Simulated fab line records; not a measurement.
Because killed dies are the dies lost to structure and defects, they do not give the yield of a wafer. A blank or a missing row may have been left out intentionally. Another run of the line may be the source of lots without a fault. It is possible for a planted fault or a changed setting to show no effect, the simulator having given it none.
Comparing a struck lot with a sound one + flow berkeley_cmos170 + 17 out of 331 route steps
Sound: wafers L941.1, L941.3, L941.4. Struck: wafers L939.2, L939.4, L939.6. The cause is named last.
Per side, at each step with rows, come the tool, then ch with its chambers, and then its first start. Under that, the readings that differ: sound wafers + struck wafers + difference of the means + sigmas: that difference in standard deviations of wafers without a fault.
alike: readings with means less than 2 such deviations apart, plus words and numbers identical on both sides. not compared: withheld readings, readings lacking a value on some wafer, bounds such as >300 that could conceal the same value, and numbers that have no deviation in the record and whose values overlap.
A row with sigmas, a row that says differs or no value, or rows on one side alone: a step with any of these is where the two part. When numbers do not overlap yet have no deviation, they are printed without sigmas and do not part them. A reading missing from all wafers of one side parts the sides only when that side holds two or more wafers.

first, 1 step without rows for these wafers: UCB170_CONTACT_SOFTBAKE_05 (time 60 s).
UCB170_CONTACT_STRIP_06: strips in O2.
  sound on plasma_asher-04 ch 0,1, day 10 08:05; struck on plasma_asher-02 ch 1, day 10 10:50
  alike: drypump_motor_current_A, oes_product_au, strip_time_to_endpoint_s
  not compared: rf_hours_counter_h
then, 1 step without rows for these wafers: UCB170_CONTACT_CLEAN_07 (cleans in SPM, time 600 s).
UCB170_CONTACT_RTA_08: time 10 s.
  sound on rtp_anneal-01 ch 0, day 10 08:22; struck on rtp_anneal-01 ch 0, day 10 11:07
  alike: lamp_power_pct, wafer_temp_C_max
then, 6 steps without rows for these wafers: UCB170_CONTACT_COAT_09; UCB170_CONTACT_COAT_10 (resist thk 900 nm); UCB170_CONTACT_SOFTBAKE_11 (time 60 s); UCB170_CONTACT_EXPOSE_12 (exposes mask CONT, target cd 700 nm); UCB170_CONTACT_PEB_13; UCB170_CONTACT_DEVELOP_14 (develop time 45 s).
UCB170_CONTACT_CD_MEAS_15: target cd 700 nm.
  sound on cd_sem-02 at day 10 09:24; struck on cd_sem-02 at day 10 12:10
  alike: cd_nm
UCB170_CONTACT_OVL_MEAS_16:
  sound on overlay-02 at day 10 09:31; struck on overlay-01 at day 10 12:16
  alike: CONTACT_OVL
UCB170_CONTACT_ETCH_17: etches BARC in N2/H2.
  sound on rie_diel-01 ch 0,1,2, day 10 09:33; struck on rie_diel-01 ch 0,1, day 10 12:18
  no value came back on the struck wafers for any of 5 readings (bias_w (W), chamber_pressure_mTorr (mTorr) and others); on the sound wafers bias_w (W) reads 100.5 99.4 100.3
UCB170_CONTACT_ETCH_18: etches PSG in CHF3/CF4/Ar, stops on TiSi2, target depth 840 nm, time 195 s.
  sound: rie_diel-01 ch 0,1,2; struck: rie_diel-01 ch 0,1
| reading               | sound             | struck            | difference | sigmas |
|-----------------------|-------------------|-------------------|------------|--------|
| oes_product_au (a.u.) | 0.891 0.860 0.869 | 0.365 0.380 0.381 | -0.498     | -31    |
  alike: CHF3_flow_sccm, cf4_flow_sccm, drypump_motor_current_A, throttle_valve_pct
  not compared: rf_hours_counter_h
UCB170_CONTACT_STRIP_19: strips in O2.
  sound on plasma_asher-02 ch 0,1, day 10 09:43; struck on plasma_asher-04 ch 0, day 10 12:28
  alike: drypump_motor_current_A, oes_product_au
  not compared: rf_hours_counter_h
UCB170_CONTACT_CD_MEAS_90: target cd 700 nm.
  sound on cd_sem-01 at day 10 09:49; struck on cd_sem-02 at day 10 12:35
| reading    | sound             | struck | difference                    | sigmas |
|------------|-------------------|--------|-------------------------------|--------|
| cd_nm (nm) | 700.6 701.9 701.4 | - - -  | no value on the struck wafers |        |
then, 1 step without rows for these wafers: UCB170_CONTACT_CLEAN_20 (cleans in SPM, time 600 s).

## WHERE THEY PART
First at UCB170_CONTACT_ETCH_17; last, within this record, at UCB170_CONTACT_CD_MEAS_90.

WHY: what the simulator had put in
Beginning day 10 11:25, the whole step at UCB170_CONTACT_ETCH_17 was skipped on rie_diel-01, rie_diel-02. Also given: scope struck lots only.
